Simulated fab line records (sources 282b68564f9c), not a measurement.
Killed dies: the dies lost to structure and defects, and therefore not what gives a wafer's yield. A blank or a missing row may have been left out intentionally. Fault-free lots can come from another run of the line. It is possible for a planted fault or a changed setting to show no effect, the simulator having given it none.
Struck lot and sound lot, side by side    flow ritCmos    20 out of 202 route steps
Sound: wafers L528.1, L528.2, L528.3. Struck: wafers L545.1, L545.2, L545.5. Last of all comes the cause.
Order at every step that has rows: each side's tool, ch and its chambers, its first start. Under that, the readings that differ: sound wafers    struck wafers    difference of the means    sigmas: that difference in standard deviations of wafers without a fault.
alike: words and numbers the same on both sides, and readings whose means are apart by under 2 such deviations; not compared: readings that were withheld, readings missing a value for some wafer, numbers with overlapping values and no deviation given by the record, and bounds like >300 which may hide the same value.
Wherever a step has rows on one side only, a row that says differs or no value, or a row with sigmas, the two part there. Non-overlapping numbers with no deviation appear without sigmas and do not part them. A reading that every wafer of one side lacks parts them only if that side has two wafers or more.

first, 6 steps without rows for these wafers: RIT_NWELL_HMDS_00 (prime time 60 s); RIT_NWELL_COAT_01 (resist thk 1300 nm); RIT_NWELL_SOFTBAKE_02 (time 60 s); RIT_NWELL_EXPOSE_03 (exposes mask M2, target cd 43900 nm); RIT_NWELL_PEB_04; RIT_NWELL_DEVELOP_05 (develop time 68 s).
RIT_NWELL_OVL_MEAS_06:
  sound on overlay-01 at day 2 00:17; struck on overlay-02 at day 5 12:24
  alike: NWELL_OVL
then, 2 steps without rows for these wafers: RIT_NWELL_HARDBAKE_07 (time 120 s); RIT_NWELL_IMPLANT_08.
RIT_NWELL_STRIP_09: strips in O2, time 180 s.
  sound on plasmaAsher-04 ch 0,1, day 2 00:43; struck on plasmaAsher-01 ch 0,1, day 5 12:50
  alike: chamberPressureMTorr, drypumpMotorCurrentA
  not compared: rfHoursCounterH
RIT_NWELL_TW_MEAS_10:
  sound on filmMetro-04 at day 2 00:53; struck on filmMetro-03 at day 5 13:01
  alike: NWELL_TW
then, 1 step without rows for these wafers: RIT_PWELL_HMDS_00 (prime time 60 s).
RIT_PWELL_COAT_01: resist thk 1300 nm.
  struck on lithoTrack-01, day 5 13:13; sound on lithoTrack-01 ch 0, day 2 01:08
  no value came back on the struck wafers for chillPlateTempC (C), dispensePressureKPa (kPa); on the sound wafers chillPlateTempC (C) reads 22.87 22.84 23.00
then, 4 steps without rows for these wafers: RIT_PWELL_SOFTBAKE_02 (time 60 s); RIT_PWELL_EXPOSE_03 (exposes mask M3, target cd 43700 nm); RIT_PWELL_PEB_04; RIT_PWELL_DEVELOP_05 (develop time 68 s).
RIT_PWELL_OVL_MEAS_06:
  sound on overlay-01 at day 2 01:59; struck on overlay-01 at day 5 14:04
reading         sound          struck  difference                     sigmas
PWELL_OVL (nm)  2.3 -0.2 -0.6  - - -   no value on the struck wafers  
then, 1 step without rows for these wafers: RIT_PWELL_HARDBAKE_07 (time 120 s).
RIT_M1_PROBE_99:
  sound on prober-02 at day 3 13:27; struck on prober-01 at day 7 10:46
reading           sound   struck       difference  sigmas
killedAtFrontEnd  7 10 7  263 264 264  +256        +77
killedDies        7 10 7  264 264 264  +256        +80
killedOnRim       4 3 2   70 70 70     +67         +45
  alike: killedAtContacts, killedOpen, killedShort

## WHERE THEY PART
First at RIT_PWELL_COAT_01; last, within this record, at RIT_M1_PROBE_99.

WHY: the cause the simulator had injected
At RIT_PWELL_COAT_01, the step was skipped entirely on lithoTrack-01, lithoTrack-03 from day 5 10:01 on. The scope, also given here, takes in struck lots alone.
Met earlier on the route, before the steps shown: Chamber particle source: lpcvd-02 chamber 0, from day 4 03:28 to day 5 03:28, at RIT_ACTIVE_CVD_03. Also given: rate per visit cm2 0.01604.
